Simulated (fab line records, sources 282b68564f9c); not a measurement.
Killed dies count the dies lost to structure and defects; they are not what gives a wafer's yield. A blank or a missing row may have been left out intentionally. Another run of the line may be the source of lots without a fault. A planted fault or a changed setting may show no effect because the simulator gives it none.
Problem report in the 8D (eight disciplines) form, filled by code ; flow rit_cmos ; the parts of the form that need people (team, actions taken, sign-off) are left out

1. WHAT IS WRONG
Across 6 wafers from 2 lots, M1_AL_RS at RIT_M1_RS_MEAS_01 averages 0.0383 ohm/sq, while fault-free wafers read 0.0736 ohm/sq with a standard deviation of 0.00089. That puts it -40 standard deviations away from the usual mean.
The step: measures by four-point-probe.
First seen on wafer L432.1, day 7 06:48, on film_metro-03. At this step, 39 wafers from 13 lots have a number in the record. Rule for "out" (also "out of limits"): further than 4 standard deviations from the usual mean. All remaining wafers that have a number are taken as sound.

2. WHAT IT IS AND WHAT IT IS NOT
question;is;is not
which readings at this step;M1_AL_RS;-
which lots;L432, L434;L413, L414, L417, L419, L420, L421, L422, L424, L425, L426, L436
which wafers of those lots;all that have a number;-
read on which gauges;film_metro-03;film_metro-01, film_metro-02
when;from day 7 06:48;"up to then (30 sound wafers); but 3 sound wafers of L436 came after"

3. THE SUSPECTS, EACH WITH WHAT RULES IT OUT
Counting: a tool at any process step up to the reading remains a suspect when it ran all the lots that are out and ran no sound lot after the first of those.
- the gauge at RIT_M1_RS_MEAS_01 is ruled out. All the wafers that are out were read on film_metro-03, but those of them that RIT_M1_METAL_ETCH_12 has rows for are out there too, on other tools.
- pvd_sputter-04 at RIT_M1_SPUTTER_00 (material Al, target thk 400 nm, time 500 s): kept. It processed each lot that is out, first L432 at day 7 06:30, and no sound lot thereafter; up to then, the last sound lot it processed was L426 at day 6 02:45.
The count leaves pvd_sputter-04 at RIT_M1_SPUTTER_00.

4. THE CAUSE (what the simulator had put in)
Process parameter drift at RIT_M1_SPUTTER_00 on pvd_sputter-04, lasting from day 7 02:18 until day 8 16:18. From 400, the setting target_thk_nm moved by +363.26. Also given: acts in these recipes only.
Only this tool survived the counting.

5. SEQUENCE OF EFFECTS, ordered by route
One row per reading whose mean, taken over the struck wafers that have a number, lies over 3 standard deviations from the usual. Only readings for which the record gives a usual standard deviation are gone through. hours: the time from each lot's start at the first step in this table that gives one to its start at this step, as a median over the lots. sigmas: the change in usual standard deviations.
hours;step;reading;usual;on struck wafers;change;sigmas
0;RIT_M1_RS_MEAS_01;M1_AL_RS;0.0736 ohm/sq;0.0383;-0.0353;-40
0;RIT_M1_THK_MEAS_02;M1_AL_THK;393 nm;749;+356;+70
1;RIT_M1_METAL_ETCH_12;oes_product_au;0.772 a.u.;0.992;+0.220;+14
4;RIT_M1_PROBE_99;defect_limited_yield;97.3 %;0.0;-97.3;-81
4;RIT_M1_PROBE_99;killed_at_M0_to_M3;0.0;258.7;+258.7;+99 or more
4;RIT_M1_PROBE_99;killed_dies;7;264;+257;+78
4;RIT_M1_PROBE_99;killed_on_rim;1.9;70.0;+68.1;+45
4;RIT_M1_PROBE_99;sort_bin_5_function;1.5 %;99.3;+97.8;+99 or more
4;RIT_M1_PROBE_99;sort_n_pass;257;0;-257;-78
4;RIT_M1_PROBE_99;sort_yield_pct;97.3 %;0.0;-97.3;-81
Here are the process steps it includes:
- RIT_M1_METAL_ETCH_12: etches Al in Cl2/BCl3, stops on SiO2, time 165 s, target depth 600 nm.
- RIT_M1_PROBE_99

6. HOW IT WOULD HAVE BEEN CAUGHT EARLIER
4 hours passed between the start of the fault at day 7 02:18 and the first reading out of limits at a measuring or inspecting step in this record, taken at day 7 06:48.
An alarm limit of 4 standard deviations would not have fired on the tool readings at RIT_M1_SPUTTER_00 for which the record gives a usual standard deviation, since none of them was out on any struck wafer.
L434, from the lots that are out (2), started RIT_M1_SPUTTER_00 on pvd_sputter-04 later than day 7 06:48. A hold on the tool at that time would have spared it.
